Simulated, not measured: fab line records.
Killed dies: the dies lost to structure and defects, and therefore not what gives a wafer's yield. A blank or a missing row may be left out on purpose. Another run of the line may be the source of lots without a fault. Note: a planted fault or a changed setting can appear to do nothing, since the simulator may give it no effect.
2 desks looking at one fault    flow berkeley_cmos170    each desk holds nothing but its own numbers, with what lay behind them at the end

## THE METROLOGY DESK
Means of the sampled wafers that have a number, per lot and without regard to the tool the lot ran on: this is what the gauges read. A lot is out of limits, marked OUT, if its mean lies more than 4 standard deviations from the usual mean; the brackets give that distance.
Columns: A = NSD_TW at UCB170_NSD_TW_MEAS_10, usual 4180; B = NSD_RS at UCB170_SDANNEAL_RS_MEAS_03, usual 37.30 ohm/sq; C = M1_AL_RS at UCB170_M1_RS_MEAS_01, usual 0.0487 ohm/sq; D = M1_AL_THK at UCB170_M1_THK_MEAS_02, usual 602 nm
lot   first seen here  A     B      C                 D
L950  day 6 12:57      4212  37.33  0.0488            599
L953  day 7 05:14      4185  37.26  0.0491            604
L952  day 7 05:44      4131  37.20  0.0487            599
L954  day 7 19:21      4173  37.33  0.0487            604
L956  day 8 06:45      4229  37.30  0.0488            600
L957  day 8 07:03      4216  37.24  0.0486            603
L958  day 8 16:05      4154  37.36  0.0481            608
L960  day 9 11:48      4166  37.24  0.0483            610
L963  day 9 11:58      4132  37.22  0.0412 (-13) OUT  688 (+10) OUT
L961  day 9 12:04      4169  37.37  0.0482            610
L967  day 10 04:12     4220  37.27  0.0417 (-12) OUT  679 (+9.1) OUT
L969  day 10 23:32     4149  37.48  0.0496            592
L972  day 11 06:49     4157  37.35  0.0495            588
L971  day 11 07:32     4090  37.42  0.0492            593
This desk reports L963, L967 out of limits; the earliest was L963 at day 9 20:50 (M1_AL_RS at UCB170_M1_RS_MEAS_01). L950, L953, L952, L954, L956, L957, L958, L960, L961, L969, L972, L971 stayed within limits.

## TOOL OWNER'S DESK, pvd_sputter-04
The tool's own readings at UCB170_M1_SPUTTER_00 (material Al, target thk 600 nm, time 80 s): means of the sampled wafers that have a number, for each lot that ran on this tool. A lot is out of limits, marked OUT, if its mean lies more than 4 standard deviations from the usual mean; the brackets give that distance.
Columns: A = chamber_pressure_pa at UCB170_M1_SPUTTER_00, usual 0.5000 Pa; B = throttle_valve_pct at UCB170_M1_SPUTTER_00, usual 30.1 %
lot   first seen here  A                         B
L950  day 6 20:14      0.5005                    30.0
L952  day 7 15:26      0.5000                    29.8
L956  day 8 13:25      0.5000                    29.1
L960  day 9 19:02      0.5000                    29.7
L963  day 9 20:46      0.2742 (-99 or more) OUT  40.5 (+11) OUT
L967  day 10 12:44     0.2748 (-99 or more) OUT  40.1 (+10) OUT
This desk's finding: out of limits on L963, L967; first on L963, day 9 20:46 (chamber_pressure_pa at UCB170_M1_SPUTTER_00). L950, L952, L956, L960 stayed within limits.

## TAKEN TOGETHER
An alarm could have come from the tool owner's desk at day 9 20:46, on L963, L967.
Metrology desk: alarm possible at day 9 20:50 on L963, L967.
The lots listed all ran UCB170_M1_SPUTTER_00 on pvd_sputter-04.

## WHAT WAS PUT IN BY THE SIMULATOR
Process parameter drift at UCB170_M1_SPUTTER_00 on pvd_sputter-04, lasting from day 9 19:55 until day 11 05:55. Setting chamber_pressure_pa, moved by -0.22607, from 0.5. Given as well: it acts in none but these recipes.
Lots struck among those shown: L963, L967.
Counting hours from when the fault started, the first reading out of limits came at 1 for the tool owner's desk and at 1 for the metrology desk.
